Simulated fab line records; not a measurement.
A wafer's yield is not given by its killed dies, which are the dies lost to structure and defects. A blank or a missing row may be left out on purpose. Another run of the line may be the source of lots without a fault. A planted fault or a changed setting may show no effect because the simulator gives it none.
Which tool did it?    flow berkeley-cmos170    12 lots, 36 wafers sampled, at 2 steps of a route of 331

WHAT EACH GAUGE READ, for each wafer
The record lacks any reading of a measuring or inspecting step that a usual standard deviation could be used to judge.

TOOL THAT RAN EACH LOT (tool first, then ch and the chambers of the sampled wafers, then the start)
lot   UCB170_V1_ETCH_14                   UCB170_V1_STRIP_15
L936  rie-diel-03 ch 1,2,3, day 7 02:18   plasma-asher-03 ch 0,1, day 7 02:29
L937  rie-diel-02 ch 2,3, day 7 02:41     plasma-asher-03 ch 0,1, day 7 02:52
L935  rie-diel-01 ch 2,3, day 7 02:58     plasma-asher-03 ch 0,1, day 7 03:08
L941  rie-diel-03 ch 0,1, day 8 04:22     plasma-asher-01 ch 0,1, day 8 04:35
L942  rie-diel-02 ch 0,1,2, day 8 14:59   plasma-asher-04 ch 0,1, day 8 15:10
L946  rie-diel-02 ch 0,1,2, day 9 07:00   plasma-asher-03 ch 1, day 9 07:11
L951  rie-diel-03 ch 0,2,3, day 10 07:28  plasma-asher-01 ch 0,1, day 10 07:39
L950  rie-diel-03 ch 0,1,2, day 10 07:46  plasma-asher-01 ch 0,1, day 10 07:59
L955  rie-diel-01 ch 0,1,2, day 11 07:09  plasma-asher-03 ch 0,1, day 11 07:20
L957  rie-diel-03 ch 0,1,3, day 12 02:26  plasma-asher-01 ch 0,1, day 12 02:39
L956  rie-diel-02 ch 0,1,2, day 12 02:38  plasma-asher-01 ch 0,1, day 12 02:49
L958  rie-diel-03 ch 1,2,3, day 12 02:44  plasma-asher-03 ch 0,1, day 12 02:55
- UCB170_V1_ETCH_14: etches SiO2 in CHF3/CF4/Ar, stops on Al, target depth 1250 nm, time 291 s.
- UCB170_V1_STRIP_15: strips in O2.

WHAT THE TOOLS THEMSELVES READ (means of the sampled wafers that have a number; where no wafer has one, the mark that the record gives instead)
UCB170_V1_ETCH_14.
lot   tool         drypump-motor-current-A (A)  oes-product-au (a.u.)  throttle-valve-pct (%)
L936  rie-diel-03  6.0                          0.875                  7.02
L937  rie-diel-02  6.0                          0.882                  7.10
L935  rie-diel-01  6.3                          0.872                  7.07
L941  rie-diel-03  5.8                          0.884                  6.93
L942  rie-diel-02  5.7                          0.725                  6.99
L946  rie-diel-02  5.7                          0.728                  6.99
L951  rie-diel-03  5.6                          0.869                  7.03
L950  rie-diel-03  5.8                          0.876                  6.97
L955  rie-diel-01  5.8                          0.885                  7.08
L957  rie-diel-03  5.5                          0.878                  6.98
L956  rie-diel-02  5.7                          0.882                  7.00
L958  rie-diel-03  6.0                          0.871                  7.01

UCB170_V1_STRIP_15.
lot   tool             drypump-motor-current-A (A)  oes-product-au (a.u.)  strip-time-to-endpoint-s (s)
L936  plasma-asher-03  5.5                          0.722                  15.35
L937  plasma-asher-03  5.5                          0.722                  15.41
L935  plasma-asher-03  5.7                          0.723                  15.13
L941  plasma-asher-01  5.5                          0.723                  15.26
L942  plasma-asher-04  5.3                          0.724                  18.23
L946  plasma-asher-03  5.4                          0.723                  18.10
L951  plasma-asher-01  5.5                          0.724                  15.33
L950  plasma-asher-01  5.3                          0.722                  15.27
L955  plasma-asher-03  5.5                          0.722                  15.28
L957  plasma-asher-01  5.5                          0.719                  15.28
L956  plasma-asher-01  5.3                          0.724                  15.44
L958  plasma-asher-03  5.7                          0.727                  15.32

THE ANSWER, worked out from the rows above alone
Rule: the usual values come from the lots themselves. The widest of any qualifying gaps counts: lots, ordered by their means at a reading, are off when they make up no more than a third of the lots, leave a main group of 4 or more, and stand apart from it by 3 or more times the standard deviation of that group's means. If all means in a main group match to the digits the tables above print for the reading, that group is not used. A lot without any number at a reading at which 4 lots or more have one is off too. Where the step has rows for the other lots, those lots are counted as sound. Order of review: gauges by route order, followed by the tools' own readings, for which a lot's mean as printed above is used. The first step at which some lot is off is used, and at that step the reading that is off furthest; a lot without a number counts as furthest.
Off: L942, L946 (UCB170_V1_ETCH_14, oes-product-au). The main group has a mean of 0.877 a.u. with a standard deviation of 0.0054.
A tool fits if, at that step or a process step before it, it ran every lot that is off, and no sound lot after the first of them. Of those tried, none fits.

WHAT THE SIMULATOR HAD INSERTED
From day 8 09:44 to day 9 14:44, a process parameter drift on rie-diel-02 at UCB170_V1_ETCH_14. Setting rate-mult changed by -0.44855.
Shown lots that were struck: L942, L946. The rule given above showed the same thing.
